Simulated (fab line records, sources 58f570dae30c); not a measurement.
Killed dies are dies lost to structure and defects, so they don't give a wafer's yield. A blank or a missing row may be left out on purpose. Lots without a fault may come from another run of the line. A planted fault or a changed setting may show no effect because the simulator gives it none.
Which tool did it? | flow berkeley_cmos170 | 7 lots, 21 wafers sampled, at 2 steps of a route of 331

WHAT THE GAUGES READ, wafer by wafer
UCB170_NLDD_TW_MEAS_11.
lot  | measured     | on            | NLDD_TW
L756 | day 7 02:17  | film_metro-03 | 2200 2204 2198
L765 | day 8 08:08  | film_metro-03 | 2313 2328 2324
L766 | day 8 21:17  | film_metro-01 | 2293 2299 2323
L770 | day 10 11:43 | film_metro-03 | 2201 2213 2207
L772 | day 10 12:16 | film_metro-03 | 2206 2205 2202
L774 | day 11 03:59 | film_metro-01 | 2198 2193 2197
L778 | day 11 15:08 | film_metro-03 | 2190 2196 2202

WHICH TOOL RAN EACH LOT (tool, then ch and the chambers of the sampled wafers, then the start)
lot  | UCB170_NLDD_IMPLANT_09
L756 | implanter-04 ch 0, day 7 02:02
L765 | implanter-04 ch 0, day 8 07:54
L766 | implanter-04 ch 0, day 8 21:04
L770 | implanter-02 ch 0, day 10 11:28
L772 | implanter-02 ch 0, day 10 12:02
L774 | implanter-02 ch 0, day 11 03:45
L778 | implanter-02 ch 0, day 11 14:53
- UCB170_NLDD_IMPLANT_09

THE ANSWER, worked out from the rows above alone
Rule: what is usual is taken from the lots themselves. Put in order of their means at a reading, lots are off if they are a third of the lots or fewer, leave a main group of 4 or more, and stand apart from it by a gap of 3 or more times the standard deviation of the main group's means; of several such gaps the widest counts. A main group whose means are all the same, to the digits that the tables above print for the reading, isn't used. A lot without any number at a reading at which 4 lots or more have one is off too. The other lots that the step has rows for count as sound.
Off: L765, L766, at UCB170_NLDD_TW_MEAS_11 (NLDD_TW). The main group: mean 2201, standard deviation 4.4.
A tool fits if, at a process step before that reading, it ran every lot that is off, and no sound lot after the first of them. The gauges at UCB170_NLDD_TW_MEAS_11 are tried like those tools. One fits: implanter-04 at UCB170_NLDD_IMPLANT_09. Its last sound lot is L756 (day 7 02:02), its first lot that is off L765 (day 8 07:54): a fault that began between those two fits.

WHAT THE SIMULATOR HAD PUT IN
Process parameter drift: implanter-04, from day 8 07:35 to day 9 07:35, at UCB170_NLDD_IMPLANT_09. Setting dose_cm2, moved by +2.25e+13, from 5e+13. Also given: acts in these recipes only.
Lots struck among those shown: L765, L766. The rule above found the same.
